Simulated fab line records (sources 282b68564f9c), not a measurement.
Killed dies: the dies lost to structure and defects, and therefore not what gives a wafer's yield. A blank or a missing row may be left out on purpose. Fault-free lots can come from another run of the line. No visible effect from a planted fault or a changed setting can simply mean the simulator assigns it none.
fab line records | flow rit-cmos
record lots=14 wafers=42 last-day=7
route steps=202 shown ACTIVE@4 FOX2@27 PWELL@45 NSD@137 M1@202
lots that met no fault: from a run of the same line without faults
start-h: hours from the record's first day to the start of the lot's first wafer shown | wait-h: how many hours have passed since the lot's step before this one | " repeats the value in the row above | L1.1+2: several wafers, shown together as one row | - no value present, or no start provided | * or withheld: withheld | < > ~ a bound
route shown NAME@n: names a module that has steps shown in the file, with the first one's number in the route | usual: mean and standard deviation over wafers with no fault | same: alike in all rows | chamber/n: place in a boat | sites: readings site by site | _std_site: the standard deviation of these | _edge_site: the outer-site mean with the inner-site mean subtracted | radius-mm: for every site, how far away it sits from the centre of the wafer | mask NAME#n: copy n | behind: the tool/chamber that last shaped the wafer | hold: the reason the lot was held/the length of the hold in hours/how it ended | device: whichever transistor did not switch (one of n, p or np) | end of line: tests of these same wafers at the route's end | step lacking rows: just its recipe | killed: dies that structure and defects cost at the first sort, which is not the same as the wafer's yield | map: dies across one wafer; x = killed, . = not, _ = none there
set.NAME: setting as actually run; set.NAME@STEP: the setting as run at that earlier step | model.NAME: the simulator's own value behind a step, which no gauge read
one table for each step of the route and one row for each wafer, over a sample of lots
services: when a tool's chamber went out of use (start-h, in hours from the record's first day, below 0 if earlier), for how many hours, and the reason
## steps
# step RIT_ACTIVE_CVD_03
# recipe material=Si3N4 target-thk-nm=150 temp-c=810 precursor=SiH2Cl2/NH3 time-s=1500 pressure-mtorr=300 sih2cl2-flow-sccm=60 nh3-flow-sccm=150
# usual pressure-mtorr=300.0/0.56 zone-power-centre-pct=34.4/2.9 zone-power-source-pct=21.6/1
# columns lot.wafer tool chamber start-h wait-h pressure-mtorr zone-power-centre-pct zone-power-source-pct
L273.1 lpcvd-02 0 13.03 0.1 300.7 37.4 21.8
L273.4 " 0 " " 299.4 37.7 21.8
L273.5 " 0 " " 300.4 37.3 21.7
L274.2 lpcvd-01 0 18.21 0.9 299.2 31.5 22.9
L274.4 " 0 " " 299.9 32.4 22.5
L274.6 " 0 " " 299.7 32.3 23.3
L275.2 lpcvd-02 1 22.93 0.0 299.4 30.8 20.9
L275.3 " 1 " " 300.1 30.9 20.7
L275.5 " 1 " " 300.5 31.5 20.7
L276.1 lpcvd-01 0 28.88 0.1 300.2 32.3 23.5
L276.3 " 0 " " 300.5 31.8 23.4
L276.4 " 0 " " 301.1 32.1 23.4
L277.2 lpcvd-01 1 32.27 0.2 300.8 36.8 20.9
L277.4 " 1 " " 299.9 37.3 21.1
L277.6 " 1 " " 299.5 36.5 21.3
L279.2 lpcvd-02 1 45.15 0.0 300.2 31.0 20.5
L279.4 " 1 " " 299.7 31.2 20.9
L279.5 " 1 " " 300.6 31.0 20.7
L280.2 lpcvd-01 0 47.16 0.0 299.9 32.4 22.9
L280.4 " 0 " " 300.6 32.0 23.0
L280.6 " 0 " " 299.5 31.6 23.8
L281.1 lpcvd-01 1 52.11 0.1 299.9 37.0 20.9
L281.3 " 1 " " 299.7 36.9 21.0
L281.5 " 1 " " 300.0 36.8 21.2
L282.2 lpcvd-02 1 58.65 0.0 299.3 31.6 20.8
L282.4 " 1 " " 299.3 30.8 20.2
L282.5 " 1 " " 299.8 31.1 20.3
L284.2 lpcvd-01 0 68.66 0.0 299.1 31.8 23.3
L284.4 " 0 " " 300.8 32.1 23.2
L284.5 " 0 " " 299.8 31.8 23.4
L285.1 lpcvd-02 0 72.11 0.1 299.5 37.7 21.8
L285.4 " 0 " " 300.7 37.4 21.5
L285.5 " 0 " " 299.5 37.6 21.6
L287.2 lpcvd-02 0 82.87 0.0 299.4 36.9 21.3
L287.3 " 0 " " 299.9 38.1 21.5
L287.4 " 0 " " 300.5 38.1 21.6
L292.1 lpcvd-02 0 109.68 0.1 299.4 37.9 21.5
L292.2 " 0 " " 299.8 37.6 21.9
L292.5 " 0 " " 300.0 37.2 22.0
L296.2 lpcvd-01 1 128.16 0.0 299.6 37.2 20.9
L296.5 " 1 " " 300.1 36.8 20.9
L296.6 " 1 " " 299.8 36.9 20.6
# step RIT_ACTIVE_THK_MEAS_04
# recipe reads=Si3N4_of_ACTIVE_CVD_03
# usual ACTIVE_NITRIDE_THK=150.4/1.4
# columns lot.wafer tool chamber start-h wait-h hold ACTIVE_NITRIDE_THK[nm]
L273.1 film-metro-03 - 14.45 0.0 - 149.4
L273.4 " - " " - 151.2
L273.5 " - " " - 151.4
L274.2 film-metro-03 - 19.64 0.0 - 151.8
L274.4 " - " " - 152.9
L274.6 " - " " - 153.6
L275.2 film-metro-04 - 24.35 0.0 - 150.9
L275.3 " - " " - 152.0
L275.5 " - " " - 150.3
L276.1 film-metro-03 - 30.30 0.0 - 152.8
L276.3 " - " " - 152.4
L276.4 " - " " - 152.9
L277.2 film-metro-02 - 33.70 0.0 - 149.9
L277.4 " - " " - 148.6
L277.6 " - " " - 149.7
L279.2 film-metro-02 - 46.57 0.0 - 150.8
L279.4 " - " " - 150.4
L279.5 " - " " - 150.4
L280.2 film-metro-03 - 48.59 0.0 - 151.0
L280.4 " - " " - 152.4
L280.6 " - " " - 151.9
L281.1 film-metro-04 - 53.53 0.0 - 150.1
L281.3 " - " " - 150.1
L281.5 " - " " - 150.2
L282.2 film-metro-04 - 60.08 0.0 - 149.3
L282.4 " - " " - 149.0
L282.5 " - " " - 148.9
L284.2 film-metro-04 - 70.09 0.0 - 151.4
L284.4 " - " " - 152.5
L284.5 " - " " - 150.4
L285.1 film-metro-02 - 73.53 0.0 - 149.2
L285.4 " - " " - 149.0
L285.5 " - " " - 147.8
L287.2 film-metro-04 - 84.30 0.0 await-dispo/0.2h/release 131.9
L287.3 " - " " await-dispo/0.2h/release 131.3
L287.4 " - " " await-dispo/0.2h/release 131.7
L287.2 film-metro-04 - 84.53 0.2 - 131.9
L287.3 " - " " - 131.2
L287.4 " - " " - 131.8
L292.1 film-metro-04 - 111.09 0.0 await-dispo/0.2h/release 131.0
L292.2 " - " " await-dispo/0.2h/release 131.5
L292.5 " - " " await-dispo/0.2h/release 130.0
L292.1 film-metro-04 - 111.38 0.3 - 131.0
L292.2 " - " " - 131.5
L292.5 " - " " - 129.9
L296.2 film-metro-04 - 129.58 0.0 - 150.9
L296.5 " - " " - 150.1
L296.6 " - " " - 149.3
# step RIT_ACTIVE_CD_MEAS_11
# recipe target-cd-nm=1400
# usual cd-nm=1399.6/2.5
# columns lot.wafer tool chamber start-h wait-h hold cd-nm
L273.1 cd-sem-01 - 15.40 - - 1398.9
L273.4 " - " " - 1400.5
L273.5 " - " " - 1399.2
L274.2 cd-sem-02 - 20.68 - - 1402.0
L274.4 " - " " - 1400.3
L274.6 " - " " - 1403.1
L275.2 cd-sem-02 - 25.27 - - 1401.1
L275.3 " - " " - 1402.4
L275.5 " - " " - 1400.3
L276.1 cd-sem-02 - 31.33 - - 1397.9
L276.3 " - " " - 1399.7
L276.4 " - " " - 1399.3
L277.2 cd-sem-02 - 34.75 - - 1400.2
L277.4 " - " " - 1399.0
L277.6 " - " " - 1398.9
L279.2 cd-sem-01 - 47.62 - - 1400.2
L279.4 " - " " - 1399.1
L279.5 " - " " - 1401.5
L280.2 cd-sem-02 - 49.64 - - 1398.6
L280.4 " - " " - 1397.4
L280.6 " - " " - 1400.8
L281.1 cd-sem-02 - 54.44 - - 1394.5
L281.3 " - " " - 1395.6
L281.5 " - " " - 1392.8
L282.2 cd-sem-02 - 61.00 - - 1394.5
L282.4 " - " " - 1392.7
L282.5 " - " " - 1395.0
L284.2 cd-sem-01 - 71.13 - - 1398.5
L284.4 " - " " - 1400.4
L284.5 " - " " - 1400.8
L285.1 cd-sem-02 - 74.63 - - 1398.7
L285.4 " - " " - 1399.8
L285.5 " - " " - 1398.9
L287.2 cd-sem-02 - 89.08 - - 1396.6
L287.3 " - " " - 1398.1
L287.4 " - " " - 1395.0
L292.1 cd-sem-01 - 115.30 - await-dispo/0.2h/release 1381.5
L292.2 " - " " await-dispo/0.2h/release 1381.1
L292.5 " - " " await-dispo/0.2h/release 1381.3
L292.1 cd-sem-01 - 115.59 0.3 - 1381.5
L292.2 " - " " - 1381.1
L292.5 " - " " - 1381.2
L296.2 cd-sem-01 - 130.50 - - 1400.0
L296.5 " - " " - 1399.8
L296.6 " - " " - 1400.0
# step RIT_ACTIVE_ETCH_13
# recipe stop-on=SiO2 chemistry=SF6 target=Si3N4 time-s=210 over-etch-frac=0.4 SF6_flow_sccm=200 pressure-mtorr=260 rf-w=125 target-depth-a=2100
# usual drypump-motor-current-A=5.9/0.41 oes-product-au=0.820/0.014 throttle-valve-pct=7.47/0.11
# columns lot.wafer tool chamber start-h wait-h drypump-motor-current-A oes-product-au rf-hours-counter-h throttle-valve-pct
L273.1 rie-diel-03 3 15.67 0.1 4.7 0.838 46 7.36
L273.4 " 1 " " 5.3 0.815 51 7.48
L273.5 " 0 " " 5.6 0.844 - 7.70
L274.2 rie-diel-01 2 20.93 0.1 6.3 0.805 92 7.58
L274.4 " 2 " " 6.2 0.816 - 7.57
L274.6 " 1 " " 5.6 0.821 - 7.29
L275.2 rie-diel-04 0 25.52 0.1 5.9 0.840 107 7.51
L275.3 " 2 " " 6.2 0.833 139 7.48
L275.5 " 1 " " 5.9 0.801 - 7.33
L276.1 rie-diel-04 0 31.60 0.1 5.9 0.841 107 7.50
L276.3 " 1 " " 5.9 0.815 104 7.36
L276.4 " 0 " " 5.9 0.838 - 7.53
L277.2 rie-diel-04 2 35.00 0.1 6.2 0.828 139 7.51
L277.4 " 1 " " 5.9 0.796 - 7.36
L277.6 " 2 " " 6.2 0.828 - 7.49
L279.2 rie-diel-01 1 47.87 0.1 5.6 0.815 43 7.29
L279.4 " 2 " " 6.2 0.807 92 7.58
L279.5 " 3 " " 6.6 0.815 - 7.56
L280.2 rie-diel-04 2 50.02 0.1 6.2 0.826 139 7.50
L280.4 " 1 " " 5.9 0.803 104 7.36
L280.6 " 0 " " 5.9 0.838 - 7.51
L281.1 rie-diel-01 0 54.71 0.1 5.9 0.823 0 7.32
L281.3 " 1 " " 5.6 0.818 43 7.30
L281.5 " 3 " " 6.6 0.824 - 7.56
L282.2 rie-diel-04 2 61.25 0.1 6.2 0.821 140 7.49
L282.4 " 0 " " 5.9 0.830 108 7.50
L282.5 " 0 " " 5.9 0.830 - 7.50
L284.2 rie-diel-03 1 71.38 0.1 5.3 0.811 53 7.48
L284.4 " 2 " " 5.6 0.814 138 7.63
L284.5 " 1 " " 5.3 0.808 - 7.49
L285.1 rie-diel-01 2 75.19 0.1 6.2 0.806 92 7.58
L285.4 " 3 " " 6.6 0.816 55 7.54
L285.5 " 1 " " 5.6 0.812 - 7.30
L287.2 rie-diel-04 3 89.33 0.1 6.1 0.753 1 7.53
L287.3 " 2 " " 6.2 0.765 140 7.50
L287.4 " 1 " " 5.9 0.750 105 7.35
L292.1 rie-diel-04 0 118.05 0.1 5.9 0.777 109 7.50
L292.2 " 1 " " 5.9 0.747 105 7.34
L292.5 " 2 " " 6.2 0.768 - 7.50
L296.2 rie-diel-04 1 130.75 0.1 5.9 0.809 106 7.35
L296.5 " 0 " " 5.9 0.838 - 7.50
L296.6 " 1 " " 5.9 0.793 - 7.35
# step RIT_FOX2_THK_MEAS_90
# recipe reads=SiO2_of_FOX2_OXIDATION_00
# usual FIELD_OXIDE_LEFT_1_THK=324/6.7
# columns lot.wafer tool chamber start-h wait-h FIELD_OXIDE_LEFT_1_THK[nm]
L273.1 film-metro-04 - 20.23 0.0 332
L273.4 " - " " 336
L273.5 " - " " 339
L274.2 film-metro-04 - 27.38 0.0 332
L274.4 " - " " 332
L274.6 " - " " 329
L275.2 film-metro-01 - 31.26 0.0 329
L275.3 " - " " 330
L275.5 " - " " 327
L276.1 film-metro-02 - 36.60 0.0 331
L276.3 " - " " 329
L276.4 " - " " 325
L277.2 film-metro-02 - 45.80 0.0 320
L277.4 " - " " 314
L277.6 " - " " 315
L279.2 film-metro-01 - 53.84 0.0 305
L279.4 " - " " 318
L279.5 " - " " 309
L280.2 film-metro-01 - 57.55 0.0 316
L280.4 " - " " 317
L280.6 " - " " 311
L281.1 film-metro-01 - 61.93 0.0 317
L281.3 " - " " 322
L281.5 " - " " 319
L282.2 film-metro-01 - 67.30 0.0 309
L282.4 " - " " 318
L282.5 " - " " 317
L284.2 film-metro-02 - 76.59 0.0 343
L284.4 " - " " 335
L284.5 " - " " 341
L285.1 film-metro-01 - 81.51 0.0 315
L285.4 " - " " 322
L285.5 " - " " 322
L287.2 film-metro-02 - 95.61 0.0 329
L287.3 " - " " 330
L287.4 " - " " 323
L292.1 film-metro-04 - 130.29 0.0 328
L292.2 " - " " 326
L292.5 " - " " 328
L296.2 film-metro-04 - 137.40 0.0 323
L296.5 " - " " 321
L296.6 " - " " 320
# step RIT_PWELL_OVL_MEAS_06
# usual PWELL_OVL=0.2/1.4
# columns lot.wafer tool chamber start-h wait-h PWELL_OVL[nm]
L273.1 overlay-01 - 22.88 - -0.6
L273.4 " - " " 0.9
L273.5 " - " " 1.5
L274.2 overlay-02 - 29.99 - 1.4
L274.4 " - " " 0.1
L274.6 " - " " -0.7
L275.2 overlay-02 - 34.01 - -2.0
L275.3 " - " " -1.8
L275.5 " - " " -1.5
L276.1 overlay-01 - 39.30 - 0.4
L276.3 " - " " 1.5
L276.4 " - " " 0.4
L277.2 overlay-02 - 48.54 - 2.3
L277.4 " - " " 2.4
L277.6 " - " " 1.1
L279.2 overlay-02 - 56.64 - 3.3
L279.4 " - " " 2.3
L279.5 " - " " 2.7
L280.2 overlay-01 - 60.28 - -1.0
L280.4 " - " " 0.4
L280.6 " - " " -0.7
L281.1 overlay-01 - 64.64 - -1.7
L281.3 " - " " 1.2
L281.5 " - " " 0.2
L282.2 overlay-01 - 69.91 - 0.5
L282.4 " - " " 1.5
L282.5 " - " " 0.0
L284.2 overlay-01 - 79.32 - 1.4
L284.4 " - " " 0.8
L284.5 " - " " 1.7
L285.1 overlay-01 - 84.06 - 1.0
L285.4 " - " " -1.7
L285.5 " - " " 1.4
L287.2 overlay-02 - 99.17 - -0.2
L287.3 " - " " -1.5
L287.4 " - " " -1.3
L292.1 overlay-02 - 133.43 - -0.5
L292.2 " - " " -0.5
L292.5 " - " " -0.3
L296.2 overlay-02 - 140.01 - -0.9
L296.5 " - " " -0.4
L296.6 " - " " -1.5
# step RIT_NSD_OVL_MEAS_06
# usual NSD_OVL=0.2/1.2
# columns lot.wafer tool chamber start-h wait-h NSD_OVL[nm]
L273.1 overlay-02 - 49.87 - -2.2
L273.4 " - " " -1.5
L273.5 " - " " -1.9
L274.2 overlay-02 - 58.09 - 1.6
L274.4 " - " " 0.2
L274.6 " - " " 0.7
L275.2 overlay-02 - 63.22 - 0.6
L275.3 " - " " -1.7
L275.5 " - " " -1.8
L276.1 overlay-02 - 70.12 - 0.3
L276.3 " - " " -1.3
L276.4 " - " " -1.1
L277.2 overlay-01 - 73.99 - -1.1
L277.4 " - " " -0.3
L277.6 " - " " 0.0
L279.2 overlay-01 - 82.56 - -2.2
L279.4 " - " " -1.0
L279.5 " - " " -0.9
L280.2 overlay-01 - 87.90 - -1.6
L280.4 " - " " -1.0
L280.6 " - " " -0.1
L281.1 overlay-02 - 95.94 - -0.9
L281.3 " - " " -2.5
L281.5 " - " " 0.0
L282.2 overlay-02 - 97.98 - 0.9
L282.4 " - " " -0.5
L282.5 " - " " 0.2
L284.2 overlay-01 - 109.11 - 2.6
L284.4 " - " " 0.4
L284.5 " - " " 1.5
L285.1 overlay-01 - 111.29 - 1.1
L285.4 " - " " 0.3
L285.5 " - " " 0.9
L287.2 overlay-02 - 129.23 - 0.6
L287.3 " - " " -0.5
L287.4 " - " " 0.6
L292.1 overlay-02 - 163.29 - 0.0
L292.2 " - " " 1.0
L292.5 " - " " 0.9
L296.2 overlay-01 - 164.51 - -0.1
L296.5 " - " " 1.1
L296.6 " - " " 0.1
# step RIT_M1_PROBE_99
# usual killed-at-contacts=0.1/0.3 killed-at-front-end=6.7/2.6 killed-dies=6.8/2.6 killed-open=3.3/1.7 killed-short=3.4/2
# same gross-dies=264 killed_at_M0_to_M3=0 killed_at_M4_up=0 killed-at-back-side=0 killed-at-other=0
# columns lot.wafer tool chamber start-h wait-h killed-at-contacts killed-at-front-end killed-dies killed-open killed-short
L287.2 prober-01 - 140.17 0.1 0 13 13 5 8
L287.3 prober-01 - 140.22 0.2 0 5 5 1 4
L287.4 prober-01 - 140.27 0.2 0 9 9 5 4
L292.1 prober-02 - 172.96 0.1 0 7 7 3 4
L292.2 prober-02 - 173.01 0.1 0 3 3 2 1
L292.5 prober-02 - 173.16 0.2 0 6 6 4 2
# killed by level:class
L287.2 FOX1:geometric-particle:short=2 SPACER:geometric-particle:short=2 SPACER:geometric-particle:open=2 SILICIDE:geometric-particle:open=2 SILICIDE:geometric-particle:short=2 GATE:geometric-particle:short=1 REOX:geometric-particle:open=1 REOX:geometric-particle:short=1
L287.3 FOX1:geometric-particle:short=3 GATE:geometric-particle:short=1 REOX:geometric-particle:open=1
L287.4 GATE:geometric-particle:open=4 FOX1:geometric-particle:short=2 FOX1:geometric-particle:open=1 GATE:geometric-particle:short=1 SILICIDE:geometric-particle:short=1
L292.1 SILICIDE:geometric-particle:short=2 FOX1:geometric-particle:open=1 GATE:geometric-particle:short=1 REOX:geometric-particle:short=1 SPACER:geometric-particle:open=1 SILICIDE:geometric-particle:open=1
L292.2 FOX1:geometric-particle:short=1 FOX2:geometric-particle:open=1 SILICIDE:geometric-particle:open=1
L292.5 GATE:geometric-particle:open=2 SPACER:geometric-particle:open=2 FOX2:geometric-particle:short=1 GATE:geometric-particle:short=1
## services
# columns tool chamber start-h hours kind
rie-diel-01 0 14.35 - clean
rie-diel-01 0 14.35 21.2 scheduled-down
rie-diel-01 0 14.35 21.2 vent-cycle
rie-diel-03 0 18.88 49.6 repair
rie-diel-04 3 22.93 - clean
rie-diel-04 3 22.93 23.6 scheduled-down
rie-diel-04 3 22.93 23.6 vent-cycle
lpcvd-02 - 50.99 2.8 pm
rie-diel-03 2 52.50 9.5 repair
rie-diel-03 3 59.59 4.2 repair
rie-diel-01 0 92.51 5.3 repair
rie-diel-03 - 113.42 1.0 repair
## key
first-sign step=RIT_ACTIVE_THK_MEAS_04 reading=visit direction=added
effect step=RIT_ACTIVE_THK_MEAS_04 reading=ACTIVE_NITRIDE_THK direction=down sigmas=14 usual=150.4 struck=131.2
effect step=RIT_ACTIVE_CD_MEAS_11 reading=visit direction=added through=control-loop
effect step=RIT_ACTIVE_ETCH_13 reading=oes-product-au direction=down sigmas=4.2 usual=0.820 struck=0.760 through=control-loop
met-at RIT_ACTIVE_CVD_03
struck-lots L287,L292
struck-wafers L287.2,L287.3,L287.4,L292.1,L292.2,L292.5
tester-left-out L287,L292
loop-trim step=RIT_ACTIVE_EXPOSE_08 setting=dose lots=L292
not-acting-at RIT_FOX2_THK_MEAS_90,RIT_PWELL_OVL_MEAS_06,RIT_NSD_OVL_MEAS_06
onset-between 72.11 82.87
fault kind=site-profile-drift tool=lpcvd-02 chamber=0 onset-h=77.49 steps=RIT_ACTIVE_CVD_03 basis=fraction max-abs-drift=0.27536 slope-share-per-hr=61.191 site-pattern=0,0,0,0,0,-1,-1,-1,-1
# tester-left-out: of these lots the tester's yield and bins aren't shown, on N5 and GAA mostly nor the transistor test; their killed dies are dies lost to structure and defects alone, not to doping, threshold or leakage, so they don't give the yield
# loop-trim: a control loop set the setting to another value than it would have without faults
